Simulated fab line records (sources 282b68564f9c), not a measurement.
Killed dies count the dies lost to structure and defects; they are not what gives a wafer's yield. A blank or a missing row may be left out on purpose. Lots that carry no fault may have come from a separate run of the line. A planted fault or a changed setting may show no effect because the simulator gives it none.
fab line records	flow rit_cmos
record: lots: 14	wafers: 42	last_day: 7
route steps=202 shown ACTIVE@14 SPACER@128 CONTACT@181 M1@202
lots with no fault: from the same line, run without faults
start_h: start of the lot's first displayed wafer, in hours after the record's first day	wait_h: hours from the lot's prior step to this one	" repeats the value in the row above	L1.1+2: a row that stands for several wafers	- no value, or no start given	* or withheld: withheld	< > ~ a bound
route shown NAME@n: NAME is a module with steps in the file, n the number in the route of the first one	usual: average and standard deviation across the fault-free wafers	same: alike in all rows	chamber/n: place in a boat	sites: each site's reading	_std_site: standard deviation across them	_edge_site: mean of outer sites minus mean of inner sites	radius_mm: how far each site lies from the wafer's centre	mask NAME#n: copy n	behind: the tool/chamber that last shaped the wafer	hold: reason for holding the lot/hours on hold/outcome of the hold	device: which transistor (n, p or np) failed to switch	end of line: tests of these same wafers at the route's end	a step given without rows: its recipe and nothing more	killed: dies lost to structure and defects at the first sort, not the wafer's yield	map: dies across one wafer; x = killed, . = not, _ = none there
set.NAME: the setting the step ran with; set.NAME@STEP: the setting that earlier step ran with	model.NAME: the simulator's own value behind a step, which no gauge read
steps of the route over a sample of lots; a table a step, a row a wafer
services: when a tool's chamber went out of use (start_h, in hours from the record's first day, below 0 if earlier), for how many hours, and the reason
== steps ==
step: RIT_ACTIVE_ETCH_13
recipe: stop_on: SiO2	chemistry: SF6	target: Si3N4	time_s: 210	over_etch_frac: 0.4	SF6_flow_sccm: 200	pressure_mtorr: 260	rf_w: 125	target_depth_a: 2100
usual: drypump_motor_current_A: 5.7/0.57	oes_product_au: 0.820/0.011	throttle_valve_pct: 7.50/0.13
same: over_etch_frac: 0.4
lot.wafer	tool	chamber	start_h	wait_h	drypump_motor_current_A	oes_product_au	rf_hours_counter_h	throttle_valve_pct
L487.1	rie_diel-03	0	14.83	0.1	5.5	0.833	30	7.64
L487.2	"	3	"	"	5.5	0.843	145	7.72
L487.5	"	2	"	"	6.0	0.812	-	7.51
L488.2	rie_diel-04	3	19.71	0.1	6.4	0.810	2	7.24
L488.5	"	1	"	"	4.7	0.808	-	7.49
L488.6	"	0	"	"	6.2	0.807	-	7.40
L490.1	rie_diel-04	3	29.71	0.1	6.4	0.810	2	7.24
L490.5	"	3	"	"	6.4	0.807	-	7.21
L490.6	"	2	"	"	5.3	0.821	-	7.65
L493.3	rie_diel-03	0	44.71	0.1	5.5	0.829	30	7.62
L493.4	"	2	"	"	6.0	0.810	-	7.50
L493.6	"	3	"	"	5.4	0.835	-	7.71
L494.1	rie_diel-02	3	51.82	0.1	6.2	0.811	22	7.47
L494.2	"	1	"	"	4.9	0.825	13	7.53
L494.5	"	3	"	"	6.2	0.815	-	7.47
L495.2	rie_diel-04	1	54.83	0.1	4.7	0.820	72	7.49
L495.5	"	2	"	"	5.4	0.829	-	7.63
L495.6	"	3	"	"	6.4	0.810	-	7.22
L497.1	rie_diel-03	3	64.83	0.1	5.5	0.833	147	7.71
L497.4	"	3	"	"	5.5	0.844	-	7.73
L497.6	"	2	"	"	6.0	0.816	-	7.50
L501.2	rie_diel-03	2	84.83	0.1	6.0	0.827	23	7.49
L501.3	"	1	"	"	6.1	0.825	0	7.42
L501.4	"	0	"	"	5.6	0.838	31	7.63
L503.1	rie_diel-02	2	94.84	0.1	5.6	0.836	5	7.49
L503.2	"	1	"	"	4.9	0.819	14	7.56
L503.5	"	1	"	"	4.9	0.833	-	7.55
L505.1	rie_diel-04	3	107.33	0.1	6.4	0.820	3	7.24
L505.2	"	2	"	"	5.4	0.824	106	7.63
L505.6	"	1	"	"	4.7	0.812	-	7.50
L506.1	rie_diel-02	2	109.86	0.1	5.7	0.826	6	7.50
L506.3	"	1	"	"	4.9	0.833	14	7.53
L506.5	"	2	"	"	5.7	0.824	-	7.51
L508.4	rie_diel-04	0	120.35	0.1	6.3	0.806	136	7.41
L508.5	"	2	"	"	5.4	0.817	-	7.65
L508.6	"	1	"	"	4.7	0.811	-	7.51
L509.2	rie_diel-04	2	124.96	0.1	5.4	0.811	106	7.66
L509.3	"	3	"	"	6.4	0.801	4	7.23
L509.4	"	0	"	"	6.3	0.809	136	7.42
L510.1	rie_diel-02	1	129.71	0.1	4.9	0.825	15	7.54
L510.5	"	1	"	"	4.9	0.819	-	7.54
L510.6	"	2	"	"	5.6	0.827	-	7.50
step: RIT_ACTIVE_STRIP_14
recipe: chemistry: O2	time_s: 180	resist: NOVOLAK	platen_temp_c: withheld	power_w: 500	pressure_mtorr: 4000	o2_flow_sccm: 4000
usual: drypump_motor_current_A: 6.1/0.56
lot.wafer	tool	chamber	start_h	wait_h	drypump_motor_current_A	rf_hours_counter_h
L487.1	plasma_asher-02	1	14.97	0.1	6.6	21
L487.2	"	0	"	"	6.1	21
L487.5	"	0	"	"	6.1	-
L488.2	plasma_asher-04	0	19.84	0.1	6.3	39
L488.5	"	1	"	"	5.2	-
L488.6	"	0	"	"	6.3	-
L490.1	plasma_asher-02	0	29.84	0.1	6.1	23
L490.5	"	0	"	"	6.1	-
L490.6	"	1	"	"	6.6	-
L493.3	plasma_asher-01	0	44.90	0.1	6.8	-
L493.4	"	1	"	"	5.7	-
L493.6	"	0	"	"	6.8	-
L494.1	plasma_asher-01	1	51.96	0.1	5.6	42
L494.2	"	0	"	"	6.8	42
L494.5	"	1	"	"	5.6	-
L495.2	plasma_asher-04	1	54.97	0.1	5.2	43
L495.5	"	0	"	"	6.3	-
L495.6	"	1	"	"	5.2	-
L497.1	plasma_asher-04	0	64.97	0.1	6.3	45
L497.4	"	0	"	"	6.3	-
L497.6	"	1	"	"	5.2	-
L501.2	plasma_asher-01	0	84.97	0.1	6.8	44
L501.3	"	1	"	"	5.6	-
L501.4	"	0	"	"	6.8	-
L503.1	plasma_asher-02	0	94.97	0.1	6.1	29
L503.2	"	1	"	"	6.6	29
L503.5	"	0	"	"	6.1	-
L505.1	plasma_asher-02	1	107.47	0.1	6.6	30
L505.2	"	0	"	"	6.1	30
L505.6	"	0	"	"	6.1	-
L506.1	plasma_asher-02	1	109.99	0.1	6.6	31
L506.3	"	0	"	"	6.1	-
L506.5	"	0	"	"	6.1	-
L508.4	plasma_asher-04	1	120.54	0.1	5.2	-
L508.5	"	1	"	"	5.2	-
L508.6	"	0	"	"	6.3	-
L509.2	plasma_asher-04	1	125.09	0.1	5.1	1
L509.3	"	0	"	"	6.3	-
L509.4	"	1	"	"	5.2	-
L510.1	plasma_asher-02	1	129.84	0.1	6.6	33
L510.5	"	0	"	"	6.1	-
L510.6	"	1	"	"	6.6	-
step: RIT_SPACER_CVD_03
recipe: material: Si3N4	target_thk_nm: 250	temp_c: 810	precursor: SiH2Cl2/NH3	time_s: 3300	pressure_mtorr: 300	sih2cl2_flow_sccm: 60	nh3_flow_sccm: 150
usual: nh3_flow_sccm: 150.1/0.49	sih2cl2_flow_sccm: 60.03/0.17	spike_tc_centre_C: 812.3/1.1
lot.wafer	tool	chamber	start_h	wait_h	nh3_flow_sccm	sih2cl2_flow_sccm	spike_tc_centre_C
L487.1	lpcvd-02	1	43.71	0.0	150.5	60.11	810.9
L487.2	"	1	"	"	151.0	59.70	812.3
L487.5	"	1	"	"	150.5	60.06	810.6
L488.2	lpcvd-01	1	50.13	0.5	150.0	60.03	811.9
L488.5	"	1	"	"	149.9	60.01	812.1
L488.6	"	1	"	"	149.8	60.15	812.6
L490.1	lpcvd-01	0	60.56	0.0	149.8	60.02	811.7
L490.5	"	0	"	"	150.1	59.92	811.6
L490.6	"	0	"	"	150.2	60.09	812.6
L493.3	lpcvd-01	1	75.10	0.0	180.5	60.15	812.3
L493.4	"	1	"	"	180.3	60.07	812.5
L493.6	"	1	"	"	180.8	59.99	811.8
L494.1	lpcvd-01	0	84.12	0.0	179.7	60.14	811.2
L494.2	"	0	"	"	180.2	60.12	811.2
L494.5	"	0	"	"	179.4	60.00	812.8
L495.2	lpcvd-01	0	86.03	0.3	179.9	59.98	813.3
L495.5	"	0	"	"	179.7	60.29	811.9
L495.6	"	0	"	"	179.3	60.06	811.0
L497.1	lpcvd-02	1	94.62	0.0	149.2	60.17	812.5
L497.4	"	1	"	"	149.8	60.12	813.6
L497.6	"	1	"	"	149.8	60.03	812.6
L501.2	lpcvd-02	1	116.77	0.0	150.2	60.13	811.1
L501.3	"	1	"	"	149.7	60.02	814.6
L501.4	"	1	"	"	149.8	60.29	811.4
L503.1	lpcvd-02	0	129.60	0.0	150.8	59.98	814.4
L503.2	"	0	"	"	149.3	60.14	811.7
L503.5	"	0	"	"	150.5	59.98	813.7
L505.1	lpcvd-02	1	139.21	0.1	150.5	60.12	811.9
L505.2	"	1	"	"	150.7	60.25	812.0
L505.6	"	1	"	"	151.0	59.77	811.9
L506.1	lpcvd-02	0	141.27	0.0	150.4	59.79	813.3
L506.3	"	0	"	"	149.2	60.06	814.2
L506.5	"	0	"	"	149.3	59.71	815.5
L508.4	lpcvd-02	0	150.52	0.7	150.2	60.23	813.8
L508.5	"	0	"	"	150.0	59.98	812.1
L508.6	"	0	"	"	149.6	60.23	813.8
L509.2	lpcvd-02	1	153.91	0.0	150.3	59.88	812.2
L509.3	"	1	"	"	149.9	59.91	812.5
L509.4	"	1	"	"	150.0	59.75	811.9
L510.1	lpcvd-02	0	159.90	0.0	150.9	60.17	812.1
L510.5	"	0	"	"	150.5	59.97	813.7
L510.6	"	0	"	"	150.3	60.10	814.3
step: RIT_SPACER_THK_MEAS_04
recipe: reads: Si3N4_of_SPACER_CVD_03
usual: SPACER_NITRIDE_THK: 250.3/2.4
lot.wafer	tool	chamber	start_h	wait_h	SPACER_NITRIDE_THK[nm]
L487.1	film_metro-01	-	45.62	0.0	248.7
L487.2	"	-	"	"	248.8
L487.5	"	-	"	"	248.3
L488.2	film_metro-03	-	52.06	0.0	250.2
L488.5	"	-	"	"	252.6
L488.6	"	-	"	"	251.5
L490.1	film_metro-01	-	62.47	0.0	255.6
L490.5	"	-	"	"	256.5
L490.6	"	-	"	"	254.7
L493.3	film_metro-04	-	78.00	0.0	286.6
L493.4	"	-	"	"	285.0
L493.6	"	-	"	"	287.5
L494.1	film_metro-03	-	86.03	0.0	281.9
L494.2	"	-	"	"	283.3
L494.5	"	-	"	"	282.9
L495.2	film_metro-03	-	87.96	0.0	286.2
L495.5	"	-	"	"	285.3
L495.6	"	-	"	"	286.2
L497.1	film_metro-04	-	96.54	0.0	249.4
L497.4	"	-	"	"	249.0
L497.6	"	-	"	"	249.8
L501.2	film_metro-01	-	118.70	0.0	248.2
L501.3	"	-	"	"	247.5
L501.4	"	-	"	"	249.1
L503.1	film_metro-01	-	131.52	0.0	246.4
L503.2	"	-	"	"	247.1
L503.5	"	-	"	"	247.5
L505.1	film_metro-04	-	141.13	0.0	249.5
L505.2	"	-	"	"	248.9
L505.6	"	-	"	"	252.3
L506.1	film_metro-03	-	143.19	0.0	251.8
L506.3	"	-	"	"	253.0
L506.5	"	-	"	"	252.4
L508.4	film_metro-04	-	153.42	0.0	251.9
L508.5	"	-	"	"	252.1
L508.6	"	-	"	"	252.1
L509.2	film_metro-03	-	156.80	0.0	245.7
L509.3	"	-	"	"	249.4
L509.4	"	-	"	"	251.4
L510.1	film_metro-03	-	162.78	0.0	247.0
L510.5	"	-	"	"	244.7
L510.6	"	-	"	"	248.3
step: RIT_SPACER_ETCHBACK_05
recipe: target_depth_a: 2500	SF6_flow_sccm: 30	CHF3_flow_sccm: 30	target: Si3N4	chemistry: SF6/CHF3	pressure_mtorr: 40	rf_w: 250	time_s: 240	stop_on: SiO2
usual: drypump_motor_current_A: 5.8/0.68	oes_product_au: 0.840/0.015	throttle_valve_pct: 10.23/0.13
lot.wafer	tool	chamber	start_h	wait_h	drypump_motor_current_A	oes_product_au	rf_hours_counter_h	throttle_valve_pct
L487.1	rie_diel-01	1	45.68	0.1	6.6	0.822	17	10.26
L487.2	"	2	"	"	5.2	0.819	18	10.33
L487.5	"	2	"	"	5.2	0.814	-	10.34
L488.2	rie_diel-01	1	52.11	0.0	6.6	0.827	17	10.27
L488.5	"	0	"	"	5.2	0.861	-	10.08
L488.6	"	1	"	"	6.7	0.835	-	10.26
L490.1	rie_diel-01	1	62.53	0.1	6.7	0.846	17	10.26
L490.5	"	3	"	"	6.5	0.883	-	10.15
L490.6	"	2	"	"	5.2	0.831	-	10.35
L493.3	rie_diel-04	1	78.04	0.0	4.7	0.927	72	10.32
L493.4	"	3	"	"	6.4	0.912	3	9.98
L493.6	"	1	"	"	4.7	0.926	-	10.33
L494.1	rie_diel-04	0	86.09	0.1	6.3	0.903	136	10.21
L494.2	"	3	"	"	6.3	0.911	3	9.97
L494.5	"	0	"	"	6.3	0.908	-	10.23
L495.2	rie_diel-02	1	88.01	0.0	4.9	0.938	14	10.37
L495.5	"	3	"	"	6.2	0.918	-	10.29
L495.6	"	0	"	"	6.5	0.925	-	10.12
L497.1	rie_diel-01	3	96.60	0.1	6.4	0.863	23	10.15
L497.4	"	1	"	"	6.7	0.838	18	10.24
L497.6	"	0	"	"	5.2	0.848	-	10.08
L501.2	rie_diel-01	3	118.75	0.0	6.5	0.862	24	10.14
L501.3	"	1	"	"	6.7	0.825	19	10.25
L501.4	"	1	"	"	6.7	0.830	-	10.26
L503.1	rie_diel-04	1	131.58	0.1	4.7	0.825	73	10.31
L503.2	"	2	"	"	5.4	0.840	106	10.44
L503.5	"	1	"	"	4.7	0.827	-	10.32
L505.1	rie_diel-02	2	141.19	0.1	5.7	0.850	6	10.34
L505.2	"	1	"	"	4.9	0.852	15	10.33
L505.6	"	0	"	"	6.5	0.845	-	10.08
L506.1	rie_diel-04	1	143.25	0.1	4.7	0.835	74	10.29
L506.3	"	0	"	"	6.3	0.836	137	10.20
L506.5	"	3	"	"	6.4	0.833	-	9.94
L508.4	rie_diel-04	0	153.45	0.0	6.2	0.839	137	10.20
L508.5	"	1	"	"	4.7	0.842	-	10.29
L508.6	"	2	"	"	5.4	0.844	-	10.46
L509.2	rie_diel-02	1	156.85	0.0	4.9	0.836	15	10.33
L509.3	"	2	"	"	5.6	0.846	6	10.35
L509.4	"	3	"	"	6.2	0.836	23	10.25
L510.1	rie_diel-02	3	162.84	0.1	6.2	0.831	23	10.25
L510.5	"	3	"	"	6.3	0.824	-	10.26
L510.6	"	0	"	"	6.5	0.833	-	10.08
step: RIT_CONTACT_CD_MEAS_90
recipe: target_cd_nm: 1000
usual: cd_nm: 1000.3/1.9
lot.wafer	tool	chamber	start_h	wait_h	cd_nm
L487.1	cd_sem-02	-	52.67	0.1	1000.5
L487.2	"	-	"	"	1000.5
L487.5	"	-	"	"	999.4
L488.2	cd_sem-02	-	58.93	0.1	1001.9
L488.5	"	-	"	"	1003.0
L488.6	"	-	"	"	1004.4
L490.1	cd_sem-01	-	68.95	0.1	1002.4
L490.5	"	-	"	"	1000.6
L490.6	"	-	"	"	1000.9
L493.3	cd_sem-02	-	84.46	0.1	996.6
L493.4	"	-	"	"	999.4
L493.6	"	-	"	"	1000.6
L494.1	cd_sem-01	-	93.15	0.1	999.6
L494.2	"	-	"	"	1000.2
L494.5	"	-	"	"	997.8
L495.2	cd_sem-02	-	94.44	0.1	997.7
L495.5	"	-	"	"	998.8
L495.6	"	-	"	"	999.4
L497.1	cd_sem-02	-	103.26	0.1	996.6
L497.4	"	-	"	"	999.8
L497.6	"	-	"	"	996.1
L501.2	cd_sem-01	-	125.70	0.1	1002.0
L501.3	"	-	"	"	998.1
L501.4	"	-	"	"	1000.7
L503.1	cd_sem-02	-	138.07	0.1	998.9
L503.2	"	-	"	"	1000.8
L503.5	"	-	"	"	1001.6
L505.1	cd_sem-02	-	147.79	0.1	1002.0
L505.2	"	-	"	"	1001.7
L505.6	"	-	"	"	1001.8
L506.1	cd_sem-02	-	150.05	0.1	1001.7
L506.3	"	-	"	"	1003.5
L506.5	"	-	"	"	1002.4
L508.4	cd_sem-02	-	160.16	0.1	1000.0
L508.5	"	-	"	"	999.5
L508.6	"	-	"	"	1000.7
L509.2	cd_sem-02	-	163.38	0.1	999.8
L509.3	"	-	"	"	998.8
L509.4	"	-	"	"	1000.8
L510.1	cd_sem-02	-	169.32	0.1	1001.9
L510.5	"	-	"	"	1001.2
L510.6	"	-	"	"	1001.0
step: RIT_M1_PROBE_99
usual: killed_at_M0_to_M3: 0.1/0.34	killed_at_contacts: 0.1/0.26	killed_at_front_end: 7/3.1	killed_dies: 7/3.1	killed_open: 3.5/1.9	killed_short: 3.4/2.1
same: gross_dies: 264	killed_at_M4_up: 0	killed_at_back_side: 0	killed_at_other: 0
lot.wafer	tool	chamber	start_h	wait_h	killed_at_M0_to_M3	killed_at_contacts	killed_at_front_end	killed_dies	killed_open	killed_short
L487.1	prober-01	-	58.45	0.1	0	0	6	6	4	2
L487.2	prober-01	-	58.50	0.1	0	0	7	7	2	5
L487.5	prober-01	-	58.65	0.2	0	0	7	7	4	3
L490.1	prober-01	-	74.27	0.1	0	0	6	6	2	4
L490.5	prober-01	-	74.47	0.2	0	0	5	5	4	1
L490.6	prober-01	-	74.52	0.2	0	0	8	8	2	6
L501.2	prober-02	-	130.43	0.1	0	0	7	7	2	5
L501.3	prober-02	-	130.48	0.2	0	0	10	10	4	5
L501.4	prober-02	-	130.53	0.2	0	0	6	6	1	4
L503.1	prober-02	-	142.89	0.1	0	0	6	6	3	3
L503.2	prober-02	-	142.94	0.1	0	0	3	3	1	2
L503.5	prober-02	-	143.09	0.2	0	0	15	15	8	7
L506.1	prober-01	-	154.66	0.1	0	1	7	8	5	3
L506.3	prober-01	-	154.76	0.2	0	1	8	9	3	6
L506.5	prober-01	-	154.86	0.2	0	0	8	8	3	5
killed by level:class
L487.1 FOX1:geometric_particle:open=2 REOX:geometric_particle:short=2 FOX2:geometric_particle:open=1 REOX:geometric_particle:open=1
L487.2 SPACER:geometric_particle:short=3 GATE:geometric_particle:short=2 GATE:geometric_particle:open=1 SPACER:geometric_particle:open=1
L487.5 SPACER:geometric_particle:open=2 FOX1:geometric_particle:short=1 GATE:geometric_particle:open=1 GATE:geometric_particle:short=1 REOX:geometric_particle:open=1 SPACER:geometric_particle:short=1
L490.1 FOX1:geometric_particle:short=1 FOX2:geometric_particle:short=1 GATE:geometric_particle:short=1 REOX:geometric_particle:open=1 SPACER:geometric_particle:open=1 SPACER:geometric_particle:short=1
L490.5 SILICIDE:geometric_particle:open=2 FOX2:geometric_particle:short=1 GATE:geometric_particle:open=1 SPACER:geometric_particle:open=1
L490.6 GATE:geometric_particle:short=3 FOX2:geometric_particle:open=1 FOX2:geometric_particle:short=1 REOX:geometric_particle:short=1 SPACER:geometric_particle:open=1 SPACER:geometric_particle:short=1
L501.2 SPACER:geometric_particle:short=2 FOX1:geometric_particle:short=1 GATE:geometric_particle:short=1 SPACER:geometric_particle:open=1 SILICIDE:geometric_particle:short=1 SILICIDE:geometric_particle:open=1
L501.3 GATE:geometric_particle:open=2 SILICIDE:geometric_particle:short=2 FOX1:geometric_particle:short=1 FOX2:geometric_particle:open=1 GATE:geometric_particle:short=1 SPACER:geometric_particle:short=1 SILICIDE:geometric_particle:open=1 GATE:coat_microbubble_printed=1
L501.4 FOX1:geometric_particle:short=1 FOX2:geometric_particle:short=1 GATE:geometric_particle:short=1 GATE:geometric_particle:open=1 SPACER:geometric_particle:short=1 GATE:coat_microbubble_printed=1
L503.1 GATE:geometric_particle:short=2 GATE:geometric_particle:open=1 REOX:geometric_particle:short=1 REOX:geometric_particle:open=1 SPACER:geometric_particle:open=1
L503.2 FOX1:geometric_particle:open=1 FOX2:geometric_particle:short=1 GATE:geometric_particle:short=1
L503.5 GATE:geometric_particle:open=5 GATE:geometric_particle:short=3 SILICIDE:geometric_particle:short=3 FOX2:geometric_particle:open=1 REOX:geometric_particle:short=1 REOX:geometric_particle:open=1 SILICIDE:geometric_particle:open=1
L506.1 FOX1:geometric_particle:open=2 GATE:geometric_particle:short=2 FOX1:geometric_particle:short=1 GATE:geometric_particle:open=1 REOX:geometric_particle:open=1 CONTACT:geometric_particle:open=1
L506.3 GATE:geometric_particle:short=3 FOX1:geometric_particle:short=2 FOX2:geometric_particle:short=1 GATE:geometric_particle:open=1 REOX:geometric_particle:open=1 CONTACT:geometric_particle:open=1
L506.5 GATE:geometric_particle:short=3 FOX1:geometric_particle:open=2 FOX1:geometric_particle:short=1 GATE:geometric_particle:open=1 SPACER:geometric_particle:short=1
== services ==
tool	chamber	start_h	hours	kind
rie_diel-03	0	-3.53	15.3	repair
rie_diel-02	1	4.13	4.9	repair
rie_diel-01	3	21.77	7.6	repair
plasma_asher-02	-	38.91	14.6	pm
rie_diel-01	-	39.73	0.3	repair
lpcvd-02	-	53.12	1.8	repair
plasma_asher-01	-	59.59	11.9	repair
rie_diel-03	0	63.11	2.6	repair
rie_diel-02	-	72.63	2.8	pm
rie_diel-04	-	75.68	0.6	repair
rie_diel-03	2	97.12	7.6	repair
rie_diel-04	1	97.35	7.6	repair
rie_diel-04	0	101.10	4.5	repair
plasma_asher-04	-	101.70	3.8	repair
rie_diel-03	1	102.63	6.6	repair
rie_diel-01	0	106.33	-	clean
rie_diel-01	0	106.33	22.8	scheduled_down
rie_diel-01	0	106.33	22.8	vent_cycle
plasma_asher-04	-	108.75	9.0	pm
plasma_asher-04	0	108.75	9.0	vent_cycle
rie_diel-04	3	109.76	2.6	repair
rie_diel-04	0	121.56	1.8	repair
rie_diel-03	2	139.12	8.5	repair
rie_diel-02	-	146.66	1.0	repair
== key ==
first_sign: step: RIT_SPACER_CVD_03	reading: nh3_flow_sccm	direction: up	sigmas: 61	usual: 150.1	struck: 180.0
effect: step: RIT_SPACER_THK_MEAS_04	reading: SPACER_NITRIDE_THK	direction: up	sigmas: 14	usual: 250.3	struck: 285.0
effect: step: RIT_SPACER_ETCHBACK_05	reading: oes_product_au	direction: up	sigmas: 5.2	usual: 0.840	struck: 0.918
met_at RIT_SPACER_CVD_03
struck_lots L493,L494,L495
tester_left_out L493,L494,L495
not_acting_at RIT_ACTIVE_ETCH_13,RIT_ACTIVE_STRIP_14,RIT_CONTACT_CD_MEAS_90
onset_between 60.56 75.10
fault: kind: process_parameter_drift	tool: lpcvd-01	chamber: -	onset_h: 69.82	steps: RIT_SPACER_CVD_03	channel: nh3_flow_sccm	offset: 30	shape: step	end_h: 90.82	acts_in: these_recipes_only	stated: 150
tester_left_out: of these lots the tester's yield and bins aren't shown, on N5 and GAA mostly nor the transistor test; their killed dies are dies lost to structure and defects alone, not to doping, threshold or leakage, so they don't give the yield
